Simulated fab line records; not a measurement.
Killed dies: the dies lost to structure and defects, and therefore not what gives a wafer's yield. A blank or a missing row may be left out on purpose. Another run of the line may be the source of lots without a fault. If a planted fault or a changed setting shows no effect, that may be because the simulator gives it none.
Code-filled problem report in 8D (eight disciplines) form :: flow berkeley cmos170 :: the parts of the form that need people (team, actions taken, sign-off) are left out

== 1. THE ISSUE ==
Across 9 wafers from 3 lots, PWELL_NITRIDE_THK at UCB170_PWELL_THK_MEAS_06 averages 206.4 nm, while fault-free wafers read 220.6 nm with a standard deviation of 2.6. That puts it -5.5 standard deviations away from the usual mean.
Seen first at day 6 11:47 on film metro-03, wafer L320.1. Wafers with a number at this step in the record: 45, from 15 lots. By rule, "out" or "out of limits" means more than 4 standard deviations away from the usual mean. All remaining wafers that have a number are taken as sound.

== 2. WHAT IT IS AND WHAT IT IS NOT ==
question: which readings at this step
is: PWELL_NITRIDE_THK
is not: -

question: which lots
is: L319, L320, L321
is not: L303, L304, L305, L307, L308, L310, L312, L313, L315, L323, L325, L326

question: which wafers of those lots
is: all that have a number
is not: -

question: read on which gauges
is: film metro-01, film metro-03, film metro-04
is not: -

question: when
is: from day 6 11:47
is not: up to then (27 sound wafers); but 9 sound wafers of L323, L325, L326 came after

== 3. SUSPECTS, AND WHAT RULES EACH OUT ==
Counting: any tool at a process step up to the reading is kept as a suspect provided that every lot that is out went through it and no sound lot did after the first of them.
- the gauge at UCB170_PWELL_THK_MEAS_06 has been ruled out. The wafers that are out were read on 3 gauges (film metro-01, film metro-03, film metro-04).
- plasma asher-02 at UCB170_ZERO_STRIP_07 (strips in O2): ruled out as a lasting fault. The sound lots L325 went through it after L319, its earliest lot that is out (day 5 04:09).
- lpcvd-01 at UCB170_PWELL_CVD_05 (deposits Si3N4 from SiH2Cl2/NH3, target thk 220 nm, time 3300 s): kept. All lots that are out passed through it, beginning with L319 at day 6 09:52, and no sound lot followed; its final sound lot before that point was L315 at day 5 05:31.
Remaining after the count: lpcvd-01 at UCB170_PWELL_CVD_05.

== 4. THE CAUSE (what the simulator had put in) ==
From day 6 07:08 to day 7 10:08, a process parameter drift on lpcvd-01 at UCB170_PWELL_CVD_05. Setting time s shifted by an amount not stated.
After counting, this tool was the only one left.

== 5. SEQUENCE OF EFFECTS, ordered by route ==
Rows list readings where the struck wafers' mean (over those with a number) sits beyond 3 standard deviations from the usual. Only readings whose record carries a usual standard deviation are examined. hours: median over the lots of the time between each lot's start at the first step of this table that gives one and its start at this step. sigmas: the change, counted in usual standard deviations.
hours: 0
step: UCB170_PWELL_THK_MEAS_06
reading: PWELL_NITRIDE_THK
usual: 220.6 nm
on struck wafers: 206.4
change: -14.2
sigmas: -5.5
Later measuring or inspecting steps at which every struck wafer that the step has a row for has a number for every such reading, and none has moved that far: UCB170_ACTIVE_OVL_MEAS_14.

== 6. HOW IT WOULD HAVE BEEN CAUGHT EARLIER ==
The first out-of-limits reading at a measuring or inspecting step in this record came at day 6 11:47, 5 hours after the fault's start at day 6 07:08.
L321, from the lots that are out (3), started UCB170_PWELL_CVD_05 on lpcvd-01 later than day 6 11:47. A tool hold placed at that time would have kept it from harm.
